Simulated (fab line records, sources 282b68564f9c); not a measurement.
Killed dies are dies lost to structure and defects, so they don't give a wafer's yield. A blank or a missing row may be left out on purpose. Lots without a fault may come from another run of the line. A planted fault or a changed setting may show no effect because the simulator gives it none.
fab line records | flow rit_cmos
record lots=6 wafers=18 last_day=6
route steps=202 shown SILICIDE@167 CONTACT@168 M1@202
lots that met no fault: from a run of the same line without faults
start_h: hours from the record's first day to the start of the lot's first wafer shown | wait_h: hours since the lot's step before | " the same as in the row above | L1.1+2: a row that stands for several wafers | - no value, or no start given | * or withheld: withheld | < > ~ a bound
route shown NAME@n: a module of which the file shows steps, and the number in the route of the first | usual: mean/standard deviation of fault-free wafers | same: alike in all rows | chamber/n: place in a boat | sites: the reading at each site | _std_site: their standard deviation | _edge_site: outer sites' mean less inner sites' | radius_mm: how far each site lies from the wafer's centre | mask NAME#n: copy n | behind: the tool/chamber that last shaped the wafer | hold: why the lot was held/for how many hours/how that ended | device: the transistor (n, p or np) that didn't switch | end of line: the same wafers' tests at the end of the route | a step without rows: its recipe alone | killed: dies lost to structure and defects at the first sort, not the wafer's yield | map: a wafer's dies, x killed, . not, _ none there
set.NAME: the setting as run; set.NAME@STEP: as run at that earlier step | model.NAME: the simulator's own value behind a step, which no gauge read
lots at some steps of the route; a table a step, a row a wafer
services: from which hour (start_h, from the record's first day; less than 0 if before it) a tool's chamber was out of use, for how many hours, and why
## steps
# step RIT_SILICIDE_RTA_06
# recipe temp_c=750 time_s=10.37 idle_temp_c=25 ramp_up_s=5 ramp_down_s=10 cool_to_c=25 ambient=N2
# usual wafer_temp_C_max=753.2/0.7
# columns lot.wafer tool chamber start_h wait_h wafer_temp_C_max
L531.3 rtp_anneal-02 0 64.24 0.0 753.0
L531.5 " 0 " " 752.5
L531.6 " 0 " " 753.0
L535.1 rtp_anneal-02 0 82.98 0.0 753.3
L535.2 " 0 " " 752.4
L535.6 " 0 " " 752.7
L541.2 rtp_anneal-02 0 112.56 0.0 754.0
L541.5 " 0 " " 753.2
L541.6 " 0 " " 752.3
L542.1 rtp_anneal-02 0 120.15 0.0 752.7
L542.3 " 0 " " 753.6
L542.4 " 0 " " 752.7
L545.1 rtp_anneal-02 0 128.73 0.0 753.0
L545.3 " 0 " " 753.0
L545.5 " 0 " " 752.7
L546.3 rtp_anneal-01 0 132.88 0.0 754.3
L546.5 " 0 " " 753.9
L546.6 " 0 " " 754.1
# step RIT_CONTACT_CVD_00
# recipe material=SiO2 target_thk_nm=400 precursor=TEOS temp_c=390 time_s=61 rf_w=400
# usual heater_power_w=304/49
# columns lot.wafer tool chamber start_h wait_h heater_power_w
L531.3 pecvd-03 2 64.31 0.1 248
L531.5 " 2 " " 273
L531.6 " 0 " " 214
L535.1 pecvd-01 1 83.05 0.1 236
L535.2 " 0 " " 371
L535.6 " 1 " " 243
L541.2 pecvd-01 1 112.62 0.0 263
L541.5 " 0 " " 270
L541.6 " 2 " " 279
L542.1 pecvd-02 2 120.21 0.1 224
L542.3 " 0 " " 323
L542.4 " 2 " " 245
L545.1 pecvd-03 0 128.80 0.1 264
L545.3 " 1 " " 312
L545.5 " 1 " " 326
L546.3 pecvd-02 0 132.93 0.0 278
L546.5 " 1 " " 313
L546.6 " 2 " " 203
# step RIT_CONTACT_THK_MEAS_01
# recipe reads=SiO2_of_CONTACT_CVD_00
# usual CONTACT_TEOS_THK=401/5.4
# columns lot.wafer tool chamber start_h wait_h CONTACT_TEOS_THK[nm]
L531.3 film_metro-01 - 64.38 0.0 405
L531.5 " - " " 400
L531.6 " - " " 398
L535.1 film_metro-01 - 83.10 0.0 392
L535.2 " - " " 392
L535.6 " - " " 400
L541.2 film_metro-04 - 112.68 0.0 397
L541.5 " - " " 403
L541.6 " - " " 410
L542.1 film_metro-01 - 120.27 0.0 400
L542.3 " - " " 395
L542.4 " - " " 407
L545.1 film_metro-04 - 128.85 0.0 394
L545.3 " - " " 393
L545.5 " - " " 404
L546.3 film_metro-03 - 133.00 0.0 404
L546.5 " - " " 403
L546.6 " - " " 410
# step RIT_CONTACT_HMDS_02
# recipe prime_time_s=60 prime_temp_c=140
# step RIT_CONTACT_COAT_03
# recipe resist=NOVOLAK spin_rpm=3250 resist_thk_nm=1000
# step RIT_CONTACT_SOFTBAKE_04
# recipe resist=NOVOLAK temp_c=90 time_s=60
# step RIT_CONTACT_EXPOSE_05
# recipe mask_id=M11 na=0.6 source_shape=conventional sigma_outer=0.5 target_cd_nm=1000 dose_mj=250
# step RIT_CONTACT_PEB_06
# recipe resist=NOVOLAK temp_c=withheld time_s=withheld
# step RIT_CONTACT_DEVELOP_07
# recipe resist=NOVOLAK develop_time_s=120 dev_temp_c=23
# step RIT_CONTACT_CD_MEAS_08
# recipe target_cd_nm=1000
# usual cd_nm=1000.5/2
# columns lot.wafer tool chamber start_h wait_h cd_nm
L531.3 cd_sem-01 - 65.55 - 999.4
L531.5 " - " " 998.4
L531.6 " - " " 999.4
L535.1 cd_sem-01 - 84.25 - 998.6
L535.2 " - " " 997.9
L535.6 " - " " 996.5
L541.2 cd_sem-02 - 114.07 - 998.1
L541.5 " - " " 997.4
L541.6 " - " " 997.1
L542.1 cd_sem-01 - 121.42 - 1000.2
L542.3 " - " " 1001.2
L542.4 " - " " 999.3
L545.1 cd_sem-02 - 130.00 - 1002.7
L545.3 " - " " 1000.2
L545.5 " - " " 999.9
L546.3 cd_sem-01 - 134.17 - 1001.4
L546.5 " - " " 1001.9
L546.6 " - " " 1001.7
# step RIT_CONTACT_OVL_MEAS_09
# usual CONTACT_OVL=-0.5/1.3
# columns lot.wafer tool chamber start_h wait_h CONTACT_OVL[nm]
L531.3 overlay-02 - 65.65 0.1 -0.3
L531.5 " - " " 0.4
L531.6 " - " " 0.0
L535.1 overlay-02 - 84.37 0.1 1.2
L535.2 " - " " 1.8
L535.6 " - " " 1.0
L541.2 overlay-02 - 114.18 0.1 0.0
L541.5 " - " " 0.1
L541.6 " - " " -0.1
L542.1 overlay-01 - 121.54 0.1 -1.5
L542.3 " - " " -0.4
L542.4 " - " " -1.4
L545.1 overlay-01 - 130.12 0.1 -2.4
L545.3 " - " " -0.4
L545.5 " - " " -1.5
L546.3 overlay-02 - 134.26 0.1 -0.8
L546.5 " - " " -0.7
L546.6 " - " " 0.1
# step RIT_CONTACT_HARDBAKE_10
# recipe resist=NOVOLAK temp_c=140 time_s=60
# step RIT_CONTACT_ETCH_11
# recipe target_depth_a=4800 over_etch_frac=0.2 stop_on=TiSi2 chemistry=CHF3/CF4/Ar target=SiO2 CHF3_flow_sccm=50 cf4_flow_sccm=10 Ar_flow_sccm=100 O2_flow_sccm=5 pressure_mtorr=100 rf_w=195 time_s=320
# usual drypump_motor_current_A=5.9/0.46 oes_product_au=0.989/0.022 throttle_valve_pct=8.85/0.16
# columns lot.wafer tool chamber start_h wait_h drypump_motor_current_A oes_product_au rf_hours_counter_h throttle_valve_pct model.etch.depth_nm model.CONTACT.feature_depth_nm model.NOVOLAK_of_CONTACT_COAT_03.thk_nm
L531.3 rie_diel-02 3 65.82 0.1 6.1 1.032 26 8.87 405.4 405.4 767.1
L531.5 " 0 " " 6.5 0.966 - 8.80 399.7 399.7 768.4
L531.6 " 3 " " 6.1 1.027 - 8.86 398.1 398.1 767.5
L535.1 rie_diel-01 1 84.55 0.1 6.2 0.957 8 9.13 392.3 392.3 771.1
L535.2 " 2 " " 5.7 0.976 6 9.12 392.2 392.2 773.2
L535.6 " 1 " " 6.2 0.973 - 9.13 400.6 400.6 775.5
L541.2 rie_diel-02 2 114.36 0.1 5.7 1.015 73 8.90 369.2 369.2 794.4
L541.5 " 3 " " 6.1 1.024 - 8.86 368.8 368.8 796.1
L541.6 " 0 " " 6.5 0.973 - 8.80 366.7 366.7 796.9
L542.1 rie_diel-02 0 121.80 0.1 6.5 0.972 130 8.80 368.9 368.9 795.7
L542.3 " 2 " " 5.7 1.011 73 8.90 371.1 371.1 796.1
L542.4 " 3 " " 6.0 1.020 28 8.85 367.7 367.7 795.5
L545.1 rie_diel-04 1 130.31 0.1 5.2 0.986 41 8.56 394.4 394.4 766.9
L545.3 " 3 " " 5.5 0.988 13 8.86 392.9 392.9 767.5
L545.5 " 1 " " 5.2 0.982 - 8.56 404 404 768.3
L546.3 rie_diel-01 3 134.43 0.1 5.0 1.002 3 8.84 404.3 404.3 766.4
L546.5 " 3 " " 5.0 0.994 - 8.82 402.2 402.2 767.6
L546.6 " 0 " " 6.5 0.997 - 8.67 409.8 409.8 769.9
# step RIT_CONTACT_STRIP_12
# recipe chemistry=O2 time_s=180 resist=NOVOLAK platen_temp_c=withheld power_w=500 pressure_mtorr=4000 o2_flow_sccm=4000
# usual drypump_motor_current_A=6.13/0.24
# columns lot.wafer tool chamber start_h wait_h drypump_motor_current_A rf_hours_counter_h
L531.3 plasma_asher-02 0 66.07 0.2 6.29 -
L531.5 " 1 " " 6.31 -
L531.6 " 0 " " 6.30 -
L535.1 plasma_asher-03 0 84.75 0.1 5.89 43
L535.2 " 1 " " 6.14 43
L535.6 " 0 " " 5.90 -
L541.2 plasma_asher-03 1 114.55 0.1 6.14 47
L541.5 " 0 " " 5.93 -
L541.6 " 1 " " 6.13 -
L542.1 plasma_asher-01 1 122.00 0.1 6.36 46
L542.3 " 1 " " 6.33 -
L542.4 " 0 " " 5.64 -
L545.1 plasma_asher-02 0 130.50 0.1 6.24 2
L545.3 " 1 " " 6.25 -
L545.5 " 0 " " 6.30 -
L546.3 plasma_asher-02 1 134.69 0.2 6.27 -
L546.5 " 1 " " 6.26 -
L546.6 " 0 " " 6.30 -
# step RIT_CONTACT_CD_MEAS_90
# recipe target_cd_nm=1000
# usual cd_nm=1000.4/2
# columns lot.wafer tool chamber start_h wait_h cd_nm
L531.3 cd_sem-02 - 66.23 0.1 999.5
L531.5 " - " " 998.4
L531.6 " - " " 999.3
L535.1 cd_sem-02 - 84.92 0.1 998.7
L535.2 " - " " 997.9
L535.6 " - " " 996.5
L541.2 cd_sem-02 - 114.75 0.1 996.9
L541.5 " - " " 996.1
L541.6 " - " " 996.3
L542.1 cd_sem-01 - 122.17 0.1 999.1
L542.3 " - " " 1000.1
L542.4 " - " " 998.0
L545.1 cd_sem-01 - 130.68 0.1 1002.7
L545.3 " - " " 999.3
L545.5 " - " " 999.3
L546.3 cd_sem-02 - 134.84 0.1 1001.2
L546.5 " - " " 1001.8
L546.6 " - " " 1000.7
# step RIT_CONTACT_CLEAN_13
# recipe chemistry=SC1 mix=3:3:50 time_s=600 temp_c=75
# step RIT_CONTACT_CLEAN_14
# recipe chemistry=SC2 mix=3:3:50 time_s=600 temp_c=75 dry=n2_spin
# step RIT_M1_PROBE_99
# usual killed_at_contacts=0.1/0.25 killed_at_front_end=6.8/2.9 killed_dies=6.9/2.9 killed_on_rim=1.7/1.3 killed_open=3.3/1.9 killed_short=3.6/1.9
# same gross_dies=264 killed_at_M0_to_M3=0 killed_at_M4_up=0 killed_at_back_side=0 killed_at_other=0
# columns lot.wafer tool chamber start_h wait_h killed_at_contacts killed_at_front_end killed_dies killed_on_rim killed_open killed_short
L531.3 prober-01 - 70.90 0.2 0 5 5 1 2 3
L531.5 prober-01 - 71.00 0.2 0 8 8 3 3 5
L531.6 prober-01 - 71.05 0.2 0 10 10 2 3 7
L541.2 prober-01 - 119.39 0.1 259 3 262 70 1 2
L541.5 prober-01 - 119.54 0.2 260 4 264 70 1 3
L541.6 prober-01 - 119.59 0.2 260 4 264 70 2 2
L542.1 prober-01 - 127.08 0.1 256 8 264 70 5 3
L542.3 prober-01 - 127.18 0.2 253 5 258 67 1 4
L542.4 prober-01 - 127.23 0.2 256 8 264 70 3 5
L545.1 prober-02 - 135.21 0.1 0 8 8 1 3 5
L545.3 prober-02 - 135.31 0.2 0 5 5 1 4 1
L545.5 prober-02 - 135.41 0.2 0 0 0 0 0 0
# killed by level:class
L531.3 GATE:geometric_particle:short=2 FOX2:geometric_particle:open=1 GATE:geometric_particle:open=1 SPACER:geometric_particle:short=1
L531.5 GATE:geometric_particle:short=2 REOX:geometric_particle:short=2 FOX1:geometric_particle:open=1 FOX1:geometric_particle:short=1 FOX2:geometric_particle:open=1 GATE:geometric_particle:open=1
L531.6 GATE:geometric_particle:short=3 FOX2:geometric_particle:open=2 FOX1:geometric_particle:short=1 FOX2:geometric_particle:short=1 REOX:geometric_particle:short=1 SPACER:geometric_particle:open=1 SILICIDE:geometric_particle:short=1
L541.2 CONTACT:area_etch=259 FOX2:geometric_particle:short=1 GATE:geometric_particle:short=1 SPACER:geometric_particle:open=1
L541.5 CONTACT:area_etch=260 GATE:geometric_particle:short=2 FOX1:geometric_particle:open=1 REOX:geometric_particle:short=1
L541.6 CONTACT:area_etch=260 GATE:geometric_particle:open=1 GATE:geometric_particle:short=1 SPACER:geometric_particle:short=1 SILICIDE:geometric_particle:open=1
L542.1 CONTACT:area_etch=256 GATE:geometric_particle:open=3 FOX1:geometric_particle:open=1 GATE:geometric_particle:short=1 REOX:geometric_particle:open=1 REOX:geometric_particle:short=1 SILICIDE:geometric_particle:short=1
L542.3 CONTACT:area_etch=253 SILICIDE:geometric_particle:short=2 FOX1:geometric_particle:short=1 GATE:geometric_particle:short=1 SILICIDE:geometric_particle:open=1
L542.4 CONTACT:area_etch=256 FOX1:geometric_particle:short=2 GATE:geometric_particle:open=2 GATE:geometric_particle:short=2 SPACER:geometric_particle:short=1 SILICIDE:geometric_particle:open=1
L545.1 FOX2:geometric_particle:short=3 REOX:geometric_particle:open=2 GATE:geometric_particle:short=1 GATE:geometric_particle:open=1 SILICIDE:geometric_particle:short=1
L545.3 SILICIDE:geometric_particle:open=2 FOX1:geometric_particle:short=1 FOX1:geometric_particle:open=1 GATE:geometric_particle:open=1
# map L541.5 (x killed, . not)
________xxxxxxx_______
_____xxxxxxxxxxxxx____
____xxxxxxxxxxxxxxx___
___xxxxxxxxxxxxxxxxx__
__xxxxxxxxxxxxxxxxxxx_
__xxxxxxxxxxxxxxxxxxx_
_xxxxxxxxxxxxxxxxxxxxx
_xxxxxxxxxxxxxxxxxxxxx
_xxxxxxxxxxxxxxxxxxxxx
_xxxxxxxxxxxxxxxxxxxxx
__xxxxxxxxxxxxxxxxxxx_
__xxxxxxxxxxxxxxxxxxx_
___xxxxxxxxxxxxxxxxx__
____xxxxxxxxxxxxxxx___
_____xxxxxxxxxxxxx____
________xxxxxxx_______
# map L542.1 (x killed, . not)
________xxxxxxx_______
_____xxxxxxxxxxxxx____
____xxxxxxxxxxxxxxx___
___xxxxxxxxxxxxxxxxx__
__xxxxxxxxxxxxxxxxxxx_
__xxxxxxxxxxxxxxxxxxx_
_xxxxxxxxxxxxxxxxxxxxx
_xxxxxxxxxxxxxxxxxxxxx
_xxxxxxxxxxxxxxxxxxxxx
_xxxxxxxxxxxxxxxxxxxxx
__xxxxxxxxxxxxxxxxxxx_
__xxxxxxxxxxxxxxxxxxx_
___xxxxxxxxxxxxxxxxx__
____xxxxxxxxxxxxxxx___
_____xxxxxxxxxxxxx____
________xxxxxxx_______
## services
# columns tool chamber start_h hours kind
plasma_asher-01 - 48.61 8.9 repair
pecvd-01 - 50.11 4.8 repair
rie_diel-04 3 52.55 3.8 repair
pecvd-03 1 53.60 11.8 repair
rie_diel-01 2 67.31 4.3 repair
pecvd-03 2 69.07 15.2 repair
plasma_asher-01 - 74.01 19.3 repair
rtp_anneal-01 - 79.63 5.0 pm
pecvd-03 - 86.79 1.4 repair
pecvd-02 - 94.93 0.8 repair
plasma_asher-02 - 108.75 9.0 pm
plasma_asher-02 0 108.75 9.0 vent_cycle
plasma_asher-02 1 108.75 9.0 vent_cycle
rie_diel-01 3 113.13 12.9 repair
plasma_asher-02 0 117.75 - clean
plasma_asher-02 1 117.75 - clean
rie_diel-04 2 121.33 7.5 repair
plasma_asher-03 - 128.34 14.6 pm
pecvd-02 - 128.43 2.8 pm
## key
first_sign step=RIT_M1_PROBE_99 reading=killed_at_contacts direction=up sigmas=99+ usual=0.1 struck=257.3
effect step=RIT_M1_PROBE_99 reading=killed_dies direction=up sigmas=87 usual=6.9 struck=262.7
model_effect step=RIT_CONTACT_ETCH_11 value=etch.depth_nm without=401.7 struck=368.7
more_kills_born_at RIT_CONTACT_ETCH_11@rie_diel-02=1544
met_at RIT_CONTACT_ETCH_11
struck_wafers L541.2,L541.5,L541.6,L542.1,L542.3,L542.4
later_rows_left_out L541.2,L541.5,L541.6,L542.1,L542.3,L542.4
tester_left_out L541,L542
onset_between 65.82 114.36
fault kind=process_parameter_drift tool=rie_diel-02 chamber=- onset_h=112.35 steps=RIT_CONTACT_ETCH_11 channel=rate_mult offset=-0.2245 shape=step end_h=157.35
# tester_left_out: of these lots the tester's yield and bins aren't shown, on N5 and GAA mostly nor the transistor test; their killed dies are dies lost to structure and defects alone, not to doping, threshold or leakage, so they don't give the yield
# later_rows_left_out: the simulator's readings of these wafers behind a module that went badly wrong aren't trusted and aren't shown, but for the sort
